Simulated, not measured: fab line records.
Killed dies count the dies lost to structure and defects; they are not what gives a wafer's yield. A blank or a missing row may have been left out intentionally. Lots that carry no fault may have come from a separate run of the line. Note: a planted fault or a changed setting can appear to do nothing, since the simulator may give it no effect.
Comparing a struck lot with a sound one | flow rit cmos | 15 steps out of a route of 202
Sound: the wafers L423.2, L423.4, L423.5. Wafers L435.2, L435.5, L435.6 were the ones struck. Last of all comes the cause.
Per side, at each step with rows, come the tool, then ch with its chambers, and then its first start. Under that, the readings that differ: sound wafers | struck wafers | difference of the means | sigmas: that difference in standard deviations of wafers without a fault.
alike: same words and numbers on both sides, and readings whose means sit less than 2 such deviations apart. not compared: any withheld reading, any reading some wafer has no value for, any bound like >300 that may hide the same value, and any number with overlapping values for which the record gives no deviation.
The two part at a step that has a row with sigmas, a row that says differs or no value, or rows on one side only. When numbers do not overlap yet have no deviation, they are printed without sigmas and do not part them. A reading missing from all wafers of one side parts the sides only when that side holds two or more wafers.

first, 2 steps without rows for these wafers: RIT_NSD_HARDBAKE_07 (time 60 s); RIT_NSD_IMPLANT_08.
RIT_NSD_STRIP_09: strips in O2, time 180 s.
  sound on plasma asher-02 ch 0,1, day 3 17:52; struck on plasma asher-01 ch 0,1, day 6 06:55
  alike: drypump motor current A
  not compared: rf hours counter h
RIT_NSD_TW_MEAS_10:
  sound: film metro-02 at day 3 18:02; struck: film metro-02 at day 6 07:06
  alike: NSD_TW
then, 6 steps without rows for these wafers: RIT_PSD_HMDS_00 (prime time 60 s); RIT_PSD_COAT_01 (resist thk 1000 nm); RIT_PSD_SOFTBAKE_02 (time 60 s); RIT_PSD_EXPOSE_03 (exposes mask M10, target cd 40900 nm); RIT_PSD_PEB_04; RIT_PSD_DEVELOP_05 (develop time 50 s).
RIT_PSD_OVL_MEAS_06:
  sound: overlay-02 at day 3 19:05; struck: overlay-02 at day 6 08:08
  alike: PSD_OVL
then, 1 step without rows for these wafers: RIT_PSD_HARDBAKE_07 (time 60 s).
RIT_PSD_IMPLANT_08:
  sound on implanter-02 ch 0, day 3 19:17; struck on implanter-02 ch 0, day 6 08:20
  reading       | sound                         | struck                       | difference | sigmas
  dose ions cm2 | 5.001e+15 5.004e+15 5.005e+15 | 4.894e+15 4.886e+15 4.89e+15 | -1.133e+14 | -20
  alike: beam on s
RIT_PSD_STRIP_09: strips in O2, time 180 s.
  sound on plasma asher-02 ch 0,1, day 3 19:25; struck on plasma asher-01 ch 0,1, day 6 08:28
  alike: drypump motor current A
  not compared: rf hours counter h
RIT_M1_PROBE_99:
  sound: prober-01 at day 4 04:01; struck: prober-01 at day 6 16:41
  alike: killed at contacts, killed at front end, killed dies, killed open, killed short

== WHERE THEY PART ==
Within this record, at RIT_PSD_IMPLANT_08 only. Later steps at which nothing parts them and some readings are alike: RIT_PSD_STRIP_09, RIT_M1_PROBE_99.

WHY: the cause the simulator had injected
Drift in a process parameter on implanter-02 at RIT_PSD_IMPLANT_08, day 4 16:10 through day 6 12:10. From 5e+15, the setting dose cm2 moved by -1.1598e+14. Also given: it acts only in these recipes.
